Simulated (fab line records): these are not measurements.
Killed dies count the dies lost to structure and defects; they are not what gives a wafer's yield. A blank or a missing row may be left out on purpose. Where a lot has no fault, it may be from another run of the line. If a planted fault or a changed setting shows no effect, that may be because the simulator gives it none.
A struck lot beside a sound one :: flow berkeley cmos170 :: 43 out of 331 route steps
Sound: these wafers, L570.3, L570.5, L570.6. Struck: wafer L583.6. (L583.4, L583.5 of the same lot were not struck and are left out.) The cause comes at the end.
At each step with rows: each side's tool, then ch and its chambers, then its first start. Under that, the readings that differ: sound wafers :: struck wafers :: difference of the means :: sigmas: that difference in standard deviations of wafers without a fault.
alike: a reading whose means differ by less than 2 such deviations, as well as words and numbers matching on both sides. not compared: withheld readings; readings where some wafer has no value; bounds like >300 that might hide an equal value; numbers whose values overlap and for which the record gives no deviation.
Wherever a step has rows on one side only, a row that says differs or no value, or a row with sigmas, the two part there. Non-overlapping numbers with no deviation appear without sigmas and do not part them. A reading missing from all wafers of one side parts the sides only when that side holds two or more wafers.

first, 5 steps without rows for these wafers: UCB170_NLDD_COAT_01 (resist thk 900 nm); UCB170_NLDD_SOFTBAKE_02 (time 60 s); UCB170_NLDD_EXPOSE_03 (exposes mask NSELECT, target cd 1200 nm); UCB170_NLDD_PEB_04; UCB170_NLDD_DEVELOP_05 (develop time 45 s).
UCB170_NLDD_CD_MEAS_06: target cd 1200 nm.
  sound on cd sem-02 at day 9 02:17; struck on cd sem-02 at day 12 00:10
reading: cd nm (nm)
sound: 1199.3 1197.6 1197.6
struck: 1201.5
difference: +3.3
sigmas: +2
UCB170_NLDD_OVL_MEAS_07:
  sound on overlay-01 at day 9 02:23; struck on overlay-01 at day 12 00:14
  alike: NLDD_OVL
then, 2 steps without rows for these wafers: UCB170_NLDD_IMPLANT_08; UCB170_NLDD_IMPLANT_09.
UCB170_NLDD_STRIP_10: strips in O2.
  sound on plasma asher-03 ch 0,1, day 9 02:44; struck on plasma asher-04 ch 0, day 12 00:36
reading: strip time to endpoint s (s)
sound: 21.53 21.57 21.49
struck: 21.66
difference: +0.13
sigmas: +2
  alike: drypump motor current A, o2 flow sccm, oes product au
  not compared: rf hours counter h
UCB170_NLDD_TW_MEAS_11:
  sound on film metro-02 at day 9 02:49; struck on film metro-02 at day 12 00:41
reading: NLDD_TW
sound: 2189 2177 2193
struck: 2217
difference: +31
sigmas: +2
then, 1 step without rows for these wafers: UCB170_NLDD_CLEAN_12 (cleans in SPM, time 600 s).
UCB170_SPACER_CVD_00: deposits SiO2 from TEOS/O2, target thk 376 nm, time 47 s.
  sound on pecvd-02 ch 1,2, day 9 03:05; struck on pecvd-02 ch 0, day 12 00:56
  alike: heater power w, rf fwd power W
  not compared: since wet clean h
UCB170_SPACER_THK_MEAS_01:
  sound on film metro-04 at day 9 03:08; struck on film metro-02 at day 12 00:59
  alike: SPACER_TEOS_THK
then, 1 step without rows for these wafers: UCB170_SPACER_ANNEAL_02 (time 1800 s).
UCB170_SPACER_ETCHBACK_03: etches SiO2 in CHF3/CF4/Ar, stops on Si, target depth 376 nm, time 100 s.
  sound on rie diel-04 ch 0,1, day 9 11:23; struck on rie diel-04 ch 0, day 12 06:58
  alike: CHF3_flow_sccm, drypump motor current A, oes product au, rf fwd power W, throttle valve pct
  not compared: rf hours counter h
then, 6 steps without rows for these wafers: UCB170_PSD_HMDS_00 (prime time 60 s); UCB170_PSD_COAT_01 (resist thk 900 nm); UCB170_PSD_SOFTBAKE_02 (time 60 s); UCB170_PSD_EXPOSE_03 (exposes mask PSELECT MOD, target cd 1200 nm); UCB170_PSD_PEB_04; UCB170_PSD_DEVELOP_05 (develop time 45 s).
UCB170_PSD_CD_MEAS_06: target cd 1200 nm.
  sound on cd sem-01 at day 9 13:11; struck on cd sem-01 at day 12 08:42
reading: cd nm (nm)
sound: 1198.7 1199.4 1198.8
struck: 1202.9
difference: +3.9
sigmas: +3
UCB170_PSD_OVL_MEAS_07:
  sound on overlay-02 at day 9 13:17; struck on overlay-02 at day 12 08:47
reading: PSD_OVL (nm)
sound: -2 -1 -5
struck: 9
difference: +12
sigmas: +2
after that, 1 step had no rows for these wafers: UCB170_PSD_IMPLANT_08.
UCB170_PSD_STRIP_09: strips in O2.
  sound on plasma asher-02 ch 0,1, day 9 13:29; struck on plasma asher-03 ch 1, day 12 08:59
reading: drypump motor current A (A)
sound: 5.9 5.9 5.6
struck: 6.5
difference: +0.7
sigmas: +2

reading: o2 flow sccm (sccm)
sound: 399.9 400.3 399.3
struck: 402.5
difference: +2.7
sigmas: +2
  alike: oes product au, strip time to endpoint s
  not compared: rf hours counter h
UCB170_PSD_TW_MEAS_10:
  sound on film metro-02 at day 9 13:34; struck on film metro-01 at day 12 09:05
  alike: PSD_TW
then, 7 steps without rows for these wafers: UCB170_PSD_CLEAN_11 (cleans in SPM, time 600 s); UCB170_NSD_HMDS_00 (prime time 60 s); UCB170_NSD_COAT_01 (resist thk 900 nm); UCB170_NSD_SOFTBAKE_02 (time 60 s); UCB170_NSD_EXPOSE_03 (exposes mask NSELECT MOD, target cd 1200 nm); UCB170_NSD_PEB_04; UCB170_NSD_DEVELOP_05 (develop time 45 s).
UCB170_NSD_CD_MEAS_06: target cd 1200 nm.
  sound on cd sem-02 at day 9 18:53; struck on cd sem-02 at day 12 11:44
  alike: cd nm
UCB170_NSD_OVL_MEAS_07:
  sound on overlay-02 at day 9 18:59; struck on overlay-01 at day 12 11:49
  alike: NSD_OVL
after that, 1 step had no rows for these wafers: UCB170_NSD_IMPLANT_08.
UCB170_NSD_STRIP_09: strips in O2.
  sound on plasma asher-03 ch 0,1, day 9 19:11; struck on plasma asher-03 ch 1, day 12 12:01
reading: o2 flow sccm (sccm)
sound: 398.1 398.8 398.7
struck: 401.4
difference: +2.9
sigmas: +3
  alike: drypump motor current A, oes product au, strip time to endpoint s
  not compared: rf hours counter h
UCB170_NSD_TW_MEAS_10:
  sound on film metro-02 at day 9 19:17; struck on film metro-01 at day 12 12:07
  alike: NSD_TW
then, 3 steps without rows for these wafers: UCB170_NSD_CLEAN_11 (cleans in SPM, time 600 s); UCB170_BACKSIDE_HMDS_00 (prime time 60 s); UCB170_BACKSIDE_COAT_01 (resist thk 900 nm).
UCB170_M3_ETCH_17: etches BARC in N2/H2.
  sound on rie diel-04 ch 0,3, day 10 19:49; struck on rie diel-01 ch 0, day 13 12:07
reading: model.M3.cd nm (nm)
sound: 701.9 701.9 701.9
struck: 692.8
difference: -9.1
sigmas: 
  alike: drypump motor current A, oes product au, rf fwd power W, throttle valve pct

WHERE THEY PART
Last at UCB170_NSD_STRIP_09 as far as this record goes, first at UCB170_NLDD_CD_MEAS_06. Later steps at which nothing parts them and some readings are alike: UCB170_NSD_TW_MEAS_10, UCB170_M3_ETCH_17.

WHY: what the simulator had put in
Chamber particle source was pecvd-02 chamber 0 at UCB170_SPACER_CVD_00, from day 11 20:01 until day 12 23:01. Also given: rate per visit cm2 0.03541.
